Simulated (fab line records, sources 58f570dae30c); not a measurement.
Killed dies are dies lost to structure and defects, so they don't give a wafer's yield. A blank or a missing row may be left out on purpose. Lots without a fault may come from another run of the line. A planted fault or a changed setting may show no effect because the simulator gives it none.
A struck lot beside a sound one | flow berkeley_cmos170 | 15 steps out of a route of 331
Sound: wafers L578.1, L578.3, L578.5. Struck: wafers L580.4, L580.6. (L580.3 of the same lot was not struck and is left out.) The cause comes at the end.
At each step with rows: each side's tool, then ch and its chambers, then its first start. Under that, the readings that differ: sound wafers | struck wafers | difference of the means | sigmas: that difference in standard deviations of wafers without a fault.
alike: readings whose means differ by less than 2 such deviations, and words and numbers that are the same on both sides. not compared: withheld readings, readings that some wafer has no value for, bounds like >300 that may hide the same value, and numbers for which the record gives no deviation and whose values overlap.
The two part at a step that has a row with sigmas, a row that says differs or no value, or rows on one side only. Numbers that don't overlap but have no deviation are shown without sigmas and don't part them. A reading that every wafer of one side lacks parts them only if that side has two wafers or more.

first, 3 steps without rows for these wafers: UCB170_NSD_EXPOSE_03 (exposes mask NSELECT MOD, target cd 1200 nm); UCB170_NSD_PEB_04; UCB170_NSD_DEVELOP_05 (develop time 45 s).
UCB170_NSD_CD_MEAS_06: target cd 1200 nm.
  sound on cd_sem-01, day 8 03:23; struck on cd_sem-02, day 8 16:44
  alike: cd_nm
UCB170_NSD_OVL_MEAS_07:
  sound on overlay-01, day 8 03:30; struck on overlay-02, day 8 16:50
  alike: NSD_OVL
then, 1 step without rows for these wafers: UCB170_NSD_IMPLANT_08.
UCB170_NSD_STRIP_09: strips in O2.
  sound on plasma_asher-02 ch 0, day 8 03:41; struck on plasma_asher-02 ch 1, day 8 17:02
  alike: drypump_motor_current_A, oes_product_au, strip_time_to_endpoint_s
  not compared: rf_hours_counter_h
UCB170_NSD_TW_MEAS_10:
  sound on film_metro-03, day 8 03:47; struck on film_metro-04, day 8 17:08
  alike: NSD_TW
then, 4 steps without rows for these wafers: UCB170_NSD_CLEAN_11 (cleans in SPM, time 600 s); UCB170_BACKSIDE_HMDS_00 (prime time 60 s); UCB170_BACKSIDE_COAT_01 (resist thk 900 nm); UCB170_BACKSIDE_SOFTBAKE_02 (time 60 s).
UCB170_BACKSIDE_STRIP_03: strips in O2.
  sound on plasma_asher-02 ch 0,1, day 8 04:30; struck on plasma_asher-02 ch 1, day 8 18:55
  reading                      | sound             | struck      | difference | sigmas
  oes_product_au (a.u.)        | 0.740 0.738 0.732 | 0.671 0.661 | -0.071     | -16
  strip_time_to_endpoint_s (s) | 21.93 21.96 21.96 | 25.26 25.20 | +3.28      | +50
  alike: drypump_motor_current_A
  not compared: rf_hours_counter_h
then, 1 step without rows for these wafers: UCB170_BACKSIDE_CLEAN_04 (cleans in SPM, time 600 s).
UCB170_M3_PROBE_99:
  the record has rows for the struck wafers here (prober-02, day 9 16:41) and none for the sound ones

WHERE THEY PART
First at UCB170_BACKSIDE_STRIP_03; last, within this record, at UCB170_M3_PROBE_99.

WHY: what the simulator had put in
Process parameter drift: plasma_asher-02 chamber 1, from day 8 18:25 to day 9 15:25, at UCB170_BACKSIDE_STRIP_03. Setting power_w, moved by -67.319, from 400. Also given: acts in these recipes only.
